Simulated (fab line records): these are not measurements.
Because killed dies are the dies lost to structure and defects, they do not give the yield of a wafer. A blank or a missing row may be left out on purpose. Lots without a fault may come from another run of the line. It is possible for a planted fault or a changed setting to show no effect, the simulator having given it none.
fab line records	flow rit-cmos
record: lots: 6	wafers: 18	last-day: 6
route steps=202 shown SPACER@127 NSD@131 PSD@142 SDANNEAL@153 PLDD@159 NLDD@160 SILICIDE@161 CONTACT@168 M1@202
lots untouched by any fault: they come from a run of this same line in which no faults occurred
start-h: the number of hours between the record's first day and the start of the first shown wafer of the lot	wait-h: time in hours since the lot's previous step	" the same as in the row above	L1.1+2: a row that stands for several wafers	- no value, or no start given	* or withheld: withheld	< > ~ a bound
route shown NAME@n: a module of which the file shows steps, and the number in the route of the first	usual: mean/standard deviation taken from wafers without a fault	same: alike in all rows	chamber/n: place in a boat	sites: each site's reading	_std_site: their standard deviation	_edge_site: inner sites' mean taken away from outer sites' mean	radius-mm: how far each site lies from the wafer's centre	mask NAME#n: copy n	behind: the tool/chamber that last shaped the wafer	hold: why the lot went on hold/how many hours it stayed there/how the hold came to an end	device: which transistor (n, p or np) failed to switch	end of line: tests of these same wafers at the route's end	where a step has no rows: the recipe by itself	killed: at the first sort, the dies lost to defects and structure; wafer yield is something else	map: dies across one wafer; x = killed, . = not, _ = none there
set.NAME: the setting the step ran with; set.NAME@STEP: the setting that earlier step ran with	model.NAME: the simulator's own value behind a step, which no gauge read
a table for each step, a row for each wafer; lots at some steps of the route
services: when a tool's chamber went out of use (start-h, in hours from the record's first day, below 0 if earlier), for how many hours, and the reason
== steps ==
step: RIT_SPACER_CLEAN_02
recipe: chemistry: SC2	mix: 3:3:50	time-s: 600	temp-c: 75	dry: n2-spin
step: RIT_SPACER_CVD_03
recipe: material: Si3N4	target-thk-nm: 250	temp-c: 810	precursor: SiH2Cl2/NH3	time-s: 3300	pressure-mtorr: 300	sih2cl2-flow-sccm: 60	nh3-flow-sccm: 150
step: RIT_SPACER_THK_MEAS_04
recipe: reads: Si3N4_of_SPACER_CVD_03
usual: SPACER_NITRIDE_THK: 249.1/2.2
lot.wafer	tool	chamber	start-h	wait-h	SPACER_NITRIDE_THK[nm]
L995.1	film-metro-02	-	53.96	0.0	247.1
L995.3	"	-	"	"	248.7
L995.5	"	-	"	"	249.1
L100.1	film-metro-01	-	78.40	0.0	248.4
L100.5	"	-	"	"	249.7
L100.6	"	-	"	"	247.5
L103.1	film-metro-01	-	91.84	0.0	247.0
L103.3	"	-	"	"	245.8
L103.5	"	-	"	"	249.7
L104.3	film-metro-02	-	99.92	0.0	246.2
L104.5	"	-	"	"	246.5
L104.6	"	-	"	"	248.0
L106.1	film-metro-03	-	107.23	0.0	253.0
L106.3	"	-	"	"	253.1
L106.6	"	-	"	"	251.5
L110.1	film-metro-03	-	127.41	0.0	253.7
L110.2	"	-	"	"	252.8
L110.5	"	-	"	"	250.0
step: RIT_SPACER_ETCHBACK_05
recipe: target-depth-a: 2500	SF6_flow_sccm: 30	CHF3_flow_sccm: 30	target: Si3N4	chemistry: SF6/CHF3	pressure-mtorr: 40	rf-w: 250	time-s: 240	stop-on: SiO2
usual: drypump-motor-current-A: 5.6/0.48	oes-product-au: 0.840/0.014	throttle-valve-pct: 10.30/0.17
lot.wafer	tool	chamber	start-h	wait-h	drypump-motor-current-A	oes-product-au	rf-hours-counter-h	throttle-valve-pct
L995.1	rie-diel-02	1	54.02	0.1	5.4	0.839	6	10.20
L995.3	"	0	"	"	6.5	0.818	3	10.56
L995.5	"	1	"	"	5.4	0.838	-	10.21
L100.1	rie-diel-02	2	78.46	0.1	5.4	0.840	1	10.41
L100.5	"	2	"	"	5.4	0.840	-	10.40
L100.6	"	3	"	"	5.1	0.857	-	10.31
L103.1	rie-diel-02	1	91.90	0.1	5.4	0.840	7	10.21
L103.3	"	0	"	"	6.5	0.815	4	10.57
L103.5	"	0	"	"	6.5	0.815	-	10.54
L104.3	rie-diel-02	3	99.96	0.0	5.1	0.850	127	10.30
L104.5	"	0	"	"	6.5	0.817	-	10.55
L104.6	"	1	"	"	5.4	0.851	-	10.20
L106.1	rie-diel-02	0	107.29	0.1	6.5	0.832	4	10.56
L106.3	"	3	"	"	5.0	0.865	127	10.30
L106.6	"	2	"	"	5.4	0.853	-	10.41
L110.1	rie-diel-02	3	127.47	0.1	5.0	0.868	127	10.31
L110.2	"	0	"	"	6.5	0.836	4	10.54
L110.5	"	0	"	"	6.5	0.828	-	10.56
step: RIT_NSD_HMDS_00
recipe: prime-time-s: 60	prime-temp-c: 140
step: RIT_NSD_COAT_01
recipe: resist: NOVOLAK	spin-rpm: 3250	resist-thk-nm: 1000
step: RIT_NSD_SOFTBAKE_02
recipe: resist: NOVOLAK	temp-c: 90	time-s: 60
step: RIT_NSD_EXPOSE_03
recipe: mask-id: M9	na: 0.57	target-cd-nm: 40700	dose-mj: 250
step: RIT_NSD_PEB_04
recipe: resist: NOVOLAK	temp-c: withheld	time-s: withheld
step: RIT_NSD_DEVELOP_05
recipe: resist: NOVOLAK	develop-time-s: 50	dev-temp-c: 23
step: RIT_NSD_OVL_MEAS_06
usual: NSD_OVL: 1.2/1.4
lot.wafer	tool	chamber	start-h	wait-h	NSD_OVL[nm]
L995.1	overlay-02	-	55.18	-	-2.5
L995.3	"	-	"	"	-0.7
L995.5	"	-	"	"	-0.3
L100.1	overlay-02	-	79.58	-	4.0
L100.5	"	-	"	"	3.3
L100.6	"	-	"	"	0.6
L103.1	overlay-01	-	93.04	-	2.9
L103.3	"	-	"	"	-0.2
L103.5	"	-	"	"	1.3
L104.3	overlay-02	-	101.17	-	0.0
L104.5	"	-	"	"	1.8
L104.6	"	-	"	"	0.5
L106.1	overlay-02	-	108.41	-	1.6
L106.3	"	-	"	"	-0.4
L106.6	"	-	"	"	-0.8
L110.1	overlay-02	-	128.59	-	-1.1
L110.2	"	-	"	"	-0.3
L110.5	"	-	"	"	0.5
step: RIT_NSD_HARDBAKE_07
recipe: resist: NOVOLAK	temp-c: 140	time-s: 60
step: RIT_NSD_IMPLANT_08
recipe: species: P	energy-kev: 25	dose-cm2: 1e+15	tilt-deg: 7
usual: beam-energy-keV: 25.002/0.0078
lot.wafer	tool	chamber	start-h	wait-h	beam-energy-keV
L995.1	implanter-04	0	55.37	0.1	24.990
L995.3	"	0	"	"	24.992
L995.5	"	0	"	"	24.998
L100.1	implanter-01	0	79.77	0.1	24.997
L100.5	"	0	"	"	24.998
L100.6	"	0	"	"	24.997
L103.1	implanter-04	0	93.22	0.1	25.007
L103.3	"	0	"	"	24.998
L103.5	"	0	"	"	25.001
L104.3	implanter-04	0	101.39	0.1	24.991
L104.5	"	0	"	"	24.997
L104.6	"	0	"	"	25.013
L106.1	implanter-01	0	108.60	0.1	24.993
L106.3	"	0	"	"	25.006
L106.6	"	0	"	"	24.999
L110.1	implanter-03	0	128.78	0.1	25.003
L110.2	"	0	"	"	24.990
L110.5	"	0	"	"	24.995
step: RIT_NSD_STRIP_09
recipe: chemistry: O2	time-s: 180	resist: NOVOLAK	platen-temp-c: withheld	power-w: 500	pressure-mtorr: 4000	o2-flow-sccm: 4000
step: RIT_NSD_TW_MEAS_10
usual: NSD_TW: 3129/32
lot.wafer	tool	chamber	start-h	wait-h	NSD_TW
L995.1	film-metro-04	-	55.69	0.1	3169
L995.3	"	-	"	"	3158
L995.5	"	-	"	"	3158
L100.1	film-metro-01	-	80.10	0.1	3107
L100.5	"	-	"	"	3099
L100.6	"	-	"	"	3104
L103.1	film-metro-01	-	93.55	0.1	3127
L103.3	"	-	"	"	3093
L103.5	"	-	"	"	3090
L104.3	film-metro-04	-	101.69	0.1	3149
L104.5	"	-	"	"	3154
L104.6	"	-	"	"	3152
L106.1	film-metro-01	-	108.92	0.1	3083
L106.3	"	-	"	"	3073
L106.6	"	-	"	"	3089
L110.1	film-metro-01	-	129.11	0.1	3089
L110.2	"	-	"	"	3083
L110.5	"	-	"	"	3078
step: RIT_PSD_HMDS_00
recipe: prime-time-s: 60	prime-temp-c: 140
step: RIT_PSD_COAT_01
recipe: resist: NOVOLAK	spin-rpm: 3250	resist-thk-nm: 994.2
step: RIT_PSD_SOFTBAKE_02
recipe: resist: NOVOLAK	temp-c: 90	time-s: 60
step: RIT_PSD_EXPOSE_03
recipe: mask-id: M10	na: 0.57	target-cd-nm: 40900	dose-mj: 250
step: RIT_PSD_PEB_04
recipe: resist: NOVOLAK	temp-c: withheld	time-s: withheld
step: RIT_PSD_DEVELOP_05
recipe: resist: NOVOLAK	develop-time-s: 50	dev-temp-c: 23
step: RIT_PSD_OVL_MEAS_06
usual: PSD_OVL: 0.5/1.6
lot.wafer	tool	chamber	start-h	wait-h	PSD_OVL[nm]
L995.1	overlay-02	-	56.88	-	1.2
L995.3	"	-	"	"	-1.7
L995.5	"	-	"	"	-0.2
L100.1	overlay-02	-	81.01	-	3.0
L100.5	"	-	"	"	-0.3
L100.6	"	-	"	"	1.2
L103.1	overlay-01	-	94.58	-	3.2
L103.3	"	-	"	"	1.2
L103.5	"	-	"	"	0.7
L104.3	overlay-01	-	102.71	-	-1.1
L104.5	"	-	"	"	-1.4
L104.6	"	-	"	"	0.8
L106.1	overlay-01	-	110.06	-	0.5
L106.3	"	-	"	"	1.9
L106.6	"	-	"	"	-0.1
L110.1	overlay-01	-	130.02	-	-2.0
L110.2	"	-	"	"	-2.1
L110.5	"	-	"	"	-2.9
step: RIT_PSD_HARDBAKE_07
recipe: resist: NOVOLAK	temp-c: 140	time-s: 60
step: RIT_PSD_IMPLANT_08
recipe: species: BF2	energy-kev: 27	dose-cm2: 4.905e+15	tilt-deg: 7
step: RIT_PSD_STRIP_09
recipe: chemistry: O2	time-s: 180	resist: NOVOLAK	platen-temp-c: withheld	power-w: 500	pressure-mtorr: 4000	o2-flow-sccm: 4000
usual: drypump-motor-current-A: 5.6/0.33
lot.wafer	tool	chamber	start-h	wait-h	drypump-motor-current-A	rf-hours-counter-h
L995.1	plasma-asher-03	1	57.22	0.1	5.6	44
L995.3	"	1	"	"	5.7	-
L995.5	"	0	"	"	5.7	-
L100.1	plasma-asher-04	0	81.34	0.1	5.1	42
L100.5	"	1	"	"	6.0	-
L100.6	"	0	"	"	5.1	-
L103.1	plasma-asher-03	1	94.92	0.1	5.7	48
L103.3	"	0	"	"	5.7	-
L103.5	"	0	"	"	5.8	-
L104.3	plasma-asher-04	1	103.19	0.1	6.0	-
L104.5	"	1	"	"	6.0	-
L104.6	"	0	"	"	5.1	-
L106.1	plasma-asher-03	0	110.40	0.1	5.7	50
L106.3	"	0	"	"	5.8	-
L106.6	"	1	"	"	5.7	-
L110.1	plasma-asher-03	0	130.35	0.1	5.8	53
L110.2	"	1	"	"	5.7	53
L110.5	"	1	"	"	5.7	-
step: RIT_PSD_TW_MEAS_10
usual: PSD_TW: 3444/34
lot.wafer	tool	chamber	start-h	wait-h	PSD_TW
L995.1	film-metro-01	-	57.39	0.1	3406
L995.3	"	-	"	"	3405
L995.5	"	-	"	"	3413
L100.1	film-metro-01	-	81.52	0.1	3416
L100.5	"	-	"	"	3404
L100.6	"	-	"	"	3414
L103.1	film-metro-02	-	95.09	0.1	3510
L103.3	"	-	"	"	3519
L103.5	"	-	"	"	3492
L104.3	film-metro-04	-	103.32	0.1	3443
L104.5	"	-	"	"	3450
L104.6	"	-	"	"	3463
L106.1	film-metro-02	-	110.57	0.1	3435
L106.3	"	-	"	"	3457
L106.6	"	-	"	"	3451
L110.1	film-metro-04	-	130.53	0.1	3475
L110.2	"	-	"	"	3478
L110.5	"	-	"	"	3475
step: RIT_SDANNEAL_CLEAN_00
recipe: chemistry: SC1	mix: 3:3:50	time-s: 600	temp-c: 75
step: RIT_SDANNEAL_CLEAN_01
recipe: chemistry: dHF	dilution: 50:1	time-s: 30
step: RIT_SDANNEAL_CLEAN_02
recipe: chemistry: SC2	mix: 3:3:50	time-s: 600	temp-c: 75	dry: n2-spin
step: RIT_SDANNEAL_RTA_03
recipe: temp-c: 1050	time-s: 5	idle-temp-c: 600	ramp-up-c-per-s: 342	ramp-down-c-per-s: 171	cool-to-c: 600	ambient: N2
usual: ramp-up-c-per-s: 342.00/0.062	wafer_temp_C_max: 1053.6/1.1
lot.wafer	tool	chamber	start-h	wait-h	ramp-up-c-per-s	wafer_temp_C_max
L995.1	rtp-anneal-01	0	57.82	0.0	341.88	1053.8
L995.3	"	0	"	"	342.09	1053.4
L995.5	"	0	"	"	342.08	1053.5
L100.1	rtp-anneal-02	0	81.94	0.0	342.03	1055.2
L100.5	"	0	"	"	342.07	1053.5
L100.6	"	0	"	"	342.06	1055.6
L103.1	rtp-anneal-01	0	95.52	0.0	341.93	1053.4
L103.3	"	0	"	"	341.92	1053.9
L103.5	"	0	"	"	341.95	1052.7
L104.3	rtp-anneal-02	0	103.75	0.0	342.08	1054.0
L104.5	"	0	"	"	342.05	1052.6
L104.6	"	0	"	"	342.11	1054.5
L106.1	rtp-anneal-02	0	111.03	0.0	342.06	1053.2
L106.3	"	0	"	"	342.01	1055.1
L106.6	"	0	"	"	341.93	1054.8
L110.1	rtp-anneal-02	0	130.95	0.0	342.11	1054.8
L110.2	"	0	"	"	341.94	1052.8
L110.5	"	0	"	"	341.92	1053.2
step: RIT_SDANNEAL_RS_MEAS_04
recipe: thk-meas-gauge: four-point-probe
usual: PSD_RS: 116.25/0.25
lot.wafer	tool	chamber	start-h	wait-h	PSD_RS[ohm/sq]
L995.1	film-metro-01	-	57.88	0.0	116.14
L995.3	"	-	"	"	116.38
L995.5	"	-	"	"	116.23
L100.1	film-metro-04	-	82.00	0.0	116.47
L100.5	"	-	"	"	116.39
L100.6	"	-	"	"	116.45
L103.1	film-metro-04	-	95.58	0.0	116.34
L103.3	"	-	"	"	116.27
L103.5	"	-	"	"	116.16
L104.3	film-metro-02	-	103.83	0.1	115.94
L104.5	"	-	"	"	116.29
L104.6	"	-	"	"	116.41
L106.1	film-metro-04	-	111.09	0.0	116.40
L106.3	"	-	"	"	115.90
L106.6	"	-	"	"	116.41
L110.1	film-metro-02	-	131.07	0.1	116.60
L110.2	"	-	"	"	117.01
L110.5	"	-	"	"	116.44
step: RIT_SDANNEAL_RS_MEAS_05
recipe: thk-meas-gauge: four-point-probe
usual: NSD_RS: 84.7/0.3
lot.wafer	tool	chamber	start-h	wait-h	NSD_RS[ohm/sq]
L995.1	film-metro-01	-	58.00	0.1	84.8
L995.3	"	-	"	"	84.6
L995.5	"	-	"	"	84.5
L100.1	film-metro-04	-	82.12	0.1	84.8
L100.5	"	-	"	"	84.8
L100.6	"	-	"	"	84.8
L103.1	film-metro-04	-	95.70	0.1	84.1
L103.3	"	-	"	"	84.3
L103.5	"	-	"	"	84.6
L104.3	film-metro-02	-	103.95	0.1	85.0
L104.5	"	-	"	"	84.7
L104.6	"	-	"	"	84.9
L106.1	film-metro-04	-	111.21	0.1	84.2
L106.3	"	-	"	"	84.6
L106.6	"	-	"	"	84.6
L110.1	film-metro-02	-	131.19	0.1	84.9
L110.2	"	-	"	"	85.0
L110.5	"	-	"	"	85.1
step: RIT_SDANNEAL_RS_MEAS_06
recipe: thk-meas-gauge: four-point-probe
usual: PLDD_RS: 178.8/0.44
lot.wafer	tool	chamber	start-h	wait-h	PLDD_RS[ohm/sq]
L995.1	film-metro-01	-	58.12	0.1	179.0
L995.3	"	-	"	"	178.4
L995.5	"	-	"	"	178.3
L100.1	film-metro-04	-	82.24	0.1	179.3
L100.5	"	-	"	"	179.8
L100.6	"	-	"	"	179.7
L103.1	film-metro-04	-	95.82	0.1	178.4
L103.3	"	-	"	"	178.3
L103.5	"	-	"	"	178.3
L104.3	film-metro-02	-	104.07	0.1	179.0
L104.5	"	-	"	"	179.1
L104.6	"	-	"	"	179.4
L106.1	film-metro-04	-	111.33	0.1	178.8
L106.3	"	-	"	"	178.4
L106.6	"	-	"	"	178.7
L110.1	film-metro-02	-	131.31	0.1	179.3
L110.2	"	-	"	"	179.5
L110.5	"	-	"	"	178.8
step: RIT_SDANNEAL_RS_MEAS_07
recipe: thk-meas-gauge: four-point-probe
usual: NLDD_RS: 151.8/0.57
lot.wafer	tool	chamber	start-h	wait-h	NLDD_RS[ohm/sq]
L995.1	film-metro-01	-	58.24	0.1	151.8
L995.3	"	-	"	"	151.4
L995.5	"	-	"	"	151.4
L100.1	film-metro-04	-	82.36	0.1	152.5
L100.5	"	-	"	"	152.7
L100.6	"	-	"	"	152.4
L103.1	film-metro-04	-	95.94	0.1	151.8
L103.3	"	-	"	"	151.8
L103.5	"	-	"	"	152.1
L104.3	film-metro-02	-	104.19	0.1	151.0
L104.5	"	-	"	"	151.0
L104.6	"	-	"	"	151.4
L106.1	film-metro-04	-	111.45	0.1	152.6
L106.3	"	-	"	"	151.7
L106.6	"	-	"	"	152.3
L110.1	film-metro-02	-	131.43	0.1	152.0
L110.2	"	-	"	"	152.0
L110.5	"	-	"	"	152.0
step: RIT_SILICIDE_WET_ETCH_00
recipe: chemistry: BOE	target: SiO2	target-depth-nm: 14	time-s: 15	dry: n2-spin	dilution: 10:1	temp-c: 21.5
step: RIT_SILICIDE_SPUTTER_01
recipe: material: Ti	target-thk-nm: 30	power-w: 350	chamber-pressure-pa: 0.667	gas: Ar	time-s: 240	substrate-temp-c: 25
step: RIT_SILICIDE_RS_MEAS_02
recipe: thk-meas-gauge: four-point-probe	reads: Ti_of_SILICIDE_SPUTTER_01
usual: SILICIDE_TI_RS: 47.7/0.79
lot.wafer	tool	chamber	start-h	wait-h	SILICIDE_TI_RS[ohm/sq]
L995.1	film-metro-03	-	58.52	0.1	48.0
L995.3	"	-	"	"	46.9
L995.5	"	-	"	"	47.1
L100.1	film-metro-01	-	82.64	0.1	46.8
L100.5	"	-	"	"	46.5
L100.6	"	-	"	"	47.7
L103.1	film-metro-03	-	96.22	0.1	47.9
L103.3	"	-	"	"	49.0
L103.5	"	-	"	"	47.7
L104.3	film-metro-04	-	104.47	0.1	47.6
L104.5	"	-	"	"	46.7
L104.6	"	-	"	"	47.1
L106.1	film-metro-03	-	111.73	0.1	47.4
L106.3	"	-	"	"	47.6
L106.6	"	-	"	"	47.1
L110.1	film-metro-01	-	131.71	0.1	48.2
L110.2	"	-	"	"	47.3
L110.5	"	-	"	"	47.2
step: RIT_SILICIDE_THK_MEAS_03
recipe: thk-meas-gauge: xrf	reads: Ti_of_SILICIDE_SPUTTER_01
usual: SILICIDE_TI_THK: 30.0/0.4
lot.wafer	tool	chamber	start-h	wait-h	SILICIDE_TI_THK[nm]
L995.1	film-metro-03	-	58.64	0.1	29.8
L995.3	"	-	"	"	30.4
L995.5	"	-	"	"	30.4
L100.1	film-metro-01	-	82.76	0.1	30.4
L100.5	"	-	"	"	30.5
L100.6	"	-	"	"	29.9
L103.1	film-metro-03	-	96.34	0.1	30.0
L103.3	"	-	"	"	29.7
L103.5	"	-	"	"	30.0
L104.3	film-metro-04	-	104.57	0.1	29.9
L104.5	"	-	"	"	30.4
L104.6	"	-	"	"	30.2
L106.1	film-metro-03	-	111.85	0.1	30.4
L106.3	"	-	"	"	30.3
L106.6	"	-	"	"	30.4
L110.1	film-metro-01	-	131.83	0.1	29.6
L110.2	"	-	"	"	30.0
L110.5	"	-	"	"	30.1
step: RIT_SILICIDE_RTA_04
recipe: temp-c: 650	time-s: 10	idle-temp-c: 25	ramp-up-s: 5	ramp-down-s: 5	cool-to-c: 25	ambient: N2
usual: wafer_temp_C_max: 654.2/0.95
lot.wafer	tool	chamber	start-h	wait-h	wafer_temp_C_max
L995.1	rtp-anneal-02	0	58.70	0.1	653.8
L995.3	"	0	"	"	655.5
L995.5	"	0	"	"	654.2
L100.1	rtp-anneal-01	0	82.82	0.1	654.2
L100.5	"	0	"	"	654.3
L100.6	"	0	"	"	654.5
L103.1	rtp-anneal-02	0	96.40	0.1	654.5
L103.3	"	0	"	"	653.5
L103.5	"	0	"	"	654.1
L104.3	rtp-anneal-01	0	104.63	0.1	653.4
L104.5	"	0	"	"	653.7
L104.6	"	0	"	"	654.0
L106.1	rtp-anneal-01	0	111.91	0.1	654.0
L106.3	"	0	"	"	652.9
L106.6	"	0	"	"	653.7
L110.1	rtp-anneal-01	0	131.89	0.1	652.9
L110.2	"	0	"	"	653.0
L110.5	"	0	"	"	654.7
step: RIT_SILICIDE_WET_ETCH_05
recipe: chemistry: SPM	target: Ti	temp-c: 90	time-s: 120	dry: n2-spin
step: RIT_SILICIDE_RTA_06
recipe: temp-c: 750	time-s: 10	idle-temp-c: 25	ramp-up-s: 5	ramp-down-s: 10	cool-to-c: 25	ambient: N2
usual: wafer_temp_C_max: 754.8/0.9
lot.wafer	tool	chamber	start-h	wait-h	wafer_temp_C_max
L995.1	rtp-anneal-01	0	58.81	0.0	754.4
L995.3	"	0	"	"	754.0
L995.5	"	0	"	"	754.4
L100.1	rtp-anneal-02	0	82.93	0.0	755.7
L100.5	"	0	"	"	756.0
L100.6	"	0	"	"	755.7
L103.1	rtp-anneal-01	0	96.51	0.0	755.4
L103.3	"	0	"	"	754.0
L103.5	"	0	"	"	755.1
L104.3	rtp-anneal-02	0	104.74	0.0	755.5
L104.5	"	0	"	"	754.4
L104.6	"	0	"	"	755.8
L106.1	rtp-anneal-02	0	112.02	0.0	755.7
L106.3	"	0	"	"	754.0
L106.6	"	0	"	"	755.3
L110.1	rtp-anneal-02	0	132.01	0.0	754.1
L110.2	"	0	"	"	754.4
L110.5	"	0	"	"	754.6
step: RIT_CONTACT_CVD_00
recipe: material: SiO2	target-thk-nm: 400	precursor: TEOS	temp-c: 390	time-s: 61	rf-w: 400
step: RIT_M1_PROBE_99
usual: killed-at-contacts: 0.1/0.26	killed-at-front-end: 7/3.2	killed-dies: 7/3.2	killed-open: 3.2/2.1	killed-short: 3.7/2.1
same: gross-dies: 264	killed_at_M0_to_M3: 0	killed_at_M4_up: 0	killed-at-back-side: 0	killed-at-other: 0
lot.wafer	tool	chamber	start-h	wait-h	killed-at-contacts	killed-at-front-end	killed-dies	killed-open	killed-short	model.etest.nmos_0p15.drive-ua-um-rim-less-centre	model.etest.nmos_0p15.drive-ua-um-range	model.etest.antenna-poly.gate-log10-a-cm2	model.etest.nmos_0p15.gate-log10-a-cm2	model.etest.gate-to-diffusion-comb.leak-log10-a-um	model.etest.nmos_0p15.gate-bv-v	model.etest.nmos_0p3.bv-v	model.etest.nmos_0p15.bv-v
L995.1	prober-01	-	65.52	0.1	0	11	11	4	7	-6.49	14.22	-6.598	-5.597	-12.43	4.846	5.536	5.536
L995.3	prober-01	-	65.62	0.2	0	9	9	4	5	-1.319	12.72	-7.012	-5.773	-12.66	4.936	5.545	5.544
L995.5	prober-01	-	65.72	0.2	0	3	3	2	1	-3.822	11.18	-6.342	-5.522	-12.42	4.814	5.497	5.497
L100.1	prober-02	-	89.73	0.1	0	4	4	2	2	-1.212	6.856	-5.983	-5.189	-12.16	4.816	5.469	5.469
L100.5	prober-02	-	89.93	0.2	1	5	6	2	4	4.718	8.589	-6.416	-5.393	-12.37	4.828	5.46	5.46
L100.6	prober-02	-	89.98	0.2	0	5	5	2	3	-1.294	11.8	-6.216	-5.338	-12.26	4.742	5.419	5.419
L103.1	prober-01	-	103.31	0.1	0	6	6	2	4	7.211	12.24	-5.009	-4.55	-11.62	4.045	5.026	5.026
L103.3	prober-01	-	103.41	0.2	0	16	16	13	3	-2.216	22.08	-4.914	-4.478	-11.37	4.05	5.042	5.042
L103.5	prober-01	-	103.51	0.2	0	5	5	2	3	3.975	9.559	-4.664	-4.55	-11.55	4.006	5.012	5.012
L104.3	prober-02	-	111.75	0.2	0	7	7	3	4	15.44	23.89	-4.365	-4.217	-11.29	3.942	4.97	4.97
L104.5	prober-02	-	111.85	0.2	0	5	5	2	3	8.752	14.19	-4.529	-4.173	-11.2	3.946	4.976	4.976
L104.6	prober-02	-	111.90	0.2	0	12	12	7	5	5.597	18.12	-4.559	-4.243	-11.27	4.01	5.028	5.028
L106.1	prober-02	-	119.62	0.1	0	7	7	5	2	-2.734	15.26	-6.809	-5.733	-12.64	4.906	5.512	5.512
L106.3	prober-02	-	119.72	0.2	0	11	11	4	7	8.67	14.01	-6.734	-5.577	-12.47	4.91	5.535	5.535
L106.6	prober-02	-	119.87	0.2	0	5	5	2	3	5.001	8.424	-6.8	-5.805	-12.59	4.896	5.506	5.506
L110.1	prober-02	-	138.56	0.1	0	3	3	0	3	7.37	14.77	-6.801	-5.724	-12.55	4.894	5.533	5.533
L110.2	prober-02	-	138.61	0.1	0	4	4	2	2	5.881	12.59	-6.616	-5.738	-12.45	4.917	5.53	5.53
L110.5	prober-02	-	138.76	0.2	0	5	5	2	3	1.315	11.7	-6.471	-5.677	-12.58	4.869	5.542	5.542
killed by level:class
L995.1 FOX1:geometric-particle:short=3 REOX:geometric-particle:short=2 FOX1:geometric-particle:open=1 GATE:geometric-particle:open=1 FOX2:geometric-particle:short=1 GATE:geometric-particle:short=1 REOX:geometric-particle:open=1 SILICIDE:geometric-particle:open=1
L995.3 GATE:geometric-particle:short=3 FOX1:geometric-particle:short=1 FOX2:geometric-particle:open=1 GATE:geometric-particle:open=1 REOX:geometric-particle:open=1 SPACER:geometric-particle:short=1 SPACER:geometric-particle:open=1
L995.5 FOX1:geometric-particle:open=1 GATE:geometric-particle:open=1 SILICIDE:geometric-particle:short=1
L100.1 GATE:geometric-particle:open=2 FOX1:geometric-particle:short=1 GATE:geometric-particle:short=1
L100.5 SILICIDE:geometric-particle:short=2 SILICIDE:geometric-particle:open=2 GATE:geometric-particle:short=1 CONTACT:geometric-particle:short=1
L100.6 FOX1:geometric-particle:open=1 FOX1:geometric-particle:short=1 GATE:geometric-particle:open=1 GATE:geometric-particle:short=1 SPACER:geometric-particle:short=1
L103.1 SPACER:geometric-particle:short=2 GATE:geometric-particle:open=1 GATE:geometric-particle:short=1 REOX:geometric-particle:short=1 SPACER:geometric-particle:open=1
L103.3 FOX1:geometric-particle:open=3 FOX2:geometric-particle:open=3 GATE:geometric-particle:open=2 REOX:geometric-particle:open=2 SILICIDE:geometric-particle:open=2 FOX2:geometric-particle:short=1 GATE:geometric-particle:short=1 REOX:geometric-particle:short=1
L103.5 GATE:geometric-particle:short=1 GATE:geometric-particle:open=1 REOX:geometric-particle:open=1 SPACER:geometric-particle:short=1 SILICIDE:geometric-particle:short=1
L104.3 FOX2:geometric-particle:open=2 FOX1:geometric-particle:open=1 FOX1:geometric-particle:short=1 FOX2:geometric-particle:short=1 GATE:geometric-particle:short=1 REOX:geometric-particle:short=1
L104.5 FOX2:geometric-particle:short=2 FOX2:geometric-particle:open=1 GATE:geometric-particle:short=1 REOX:geometric-particle:open=1
L104.6 SPACER:geometric-particle:open=3 FOX2:geometric-particle:short=2 SPACER:geometric-particle:short=2 FOX1:geometric-particle:open=1 FOX2:geometric-particle:open=1 GATE:geometric-particle:open=1 REOX:geometric-particle:open=1 REOX:geometric-particle:short=1
L106.1 FOX1:geometric-particle:short=2 GATE:geometric-particle:open=2 REOX:geometric-particle:open=2 FOX1:geometric-particle:open=1
L106.3 GATE:geometric-particle:short=5 FOX1:geometric-particle:open=1 FOX1:geometric-particle:short=1 GATE:geometric-particle:open=1 REOX:geometric-particle:open=1 SILICIDE:geometric-particle:short=1 SILICIDE:geometric-particle:open=1
L106.6 FOX1:geometric-particle:open=1 FOX1:geometric-particle:short=1 FOX2:geometric-particle:open=1 GATE:geometric-particle:short=1 REOX:geometric-particle:short=1
L110.1 GATE:geometric-particle:short=1 REOX:geometric-particle:short=1 SILICIDE:geometric-particle:short=1
L110.2 FOX2:geometric-particle:open=1 GATE:geometric-particle:short=1 SILICIDE:geometric-particle:short=1 SILICIDE:geometric-particle:open=1
L110.5 FOX1:geometric-particle:short=1 FOX2:geometric-particle:open=1 FOX2:geometric-particle:short=1 GATE:geometric-particle:open=1 SPACER:geometric-particle:short=1
== services ==
tool	chamber	start-h	hours	kind
rie-diel-02	2	33.32	12.3	repair
implanter-01	-	46.12	1.4	repair
implanter-03	-	72.09	3.0	pm
implanter-04	-	84.53	8.6	pm
rie-diel-02	2	89.08	3.8	repair
plasma-asher-04	-	108.92	9.0	pm
plasma-asher-04	0	108.92	9.0	vent-cycle
plasma-asher-04	1	108.92	9.0	vent-cycle
plasma-asher-04	0	117.92	-	clean
plasma-asher-04	1	117.92	-	clean
rie-diel-02	-	120.74	2.8	pm
== key ==
first-sign none at tools or gauges
model-effect: step: RIT_M1_PROBE_99	value: etest.nmos_0p15.drive-ua-um-rim-less-centre	without: -3.632	struck: 6.46
met-at RIT_NSD_IMPLANT_08
struck-wafers L103.1,L103.3,L103.5,L104.3,L104.5,L104.6
tester-left-out L103,L104
onset-between 55.37 93.22
fault: kind: process-parameter-drift	tool: implanter-04	chamber: -	onset-h: 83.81	steps: RIT_NSD_IMPLANT_08	channel: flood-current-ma	offset: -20	shape: step	end-h: 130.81
tester-left-out: of these lots the tester's yield and bins aren't shown, on N5 and GAA mostly nor the transistor test; their killed dies are dies lost to structure and defects alone, not to doping, threshold or leakage, so they don't give the yield
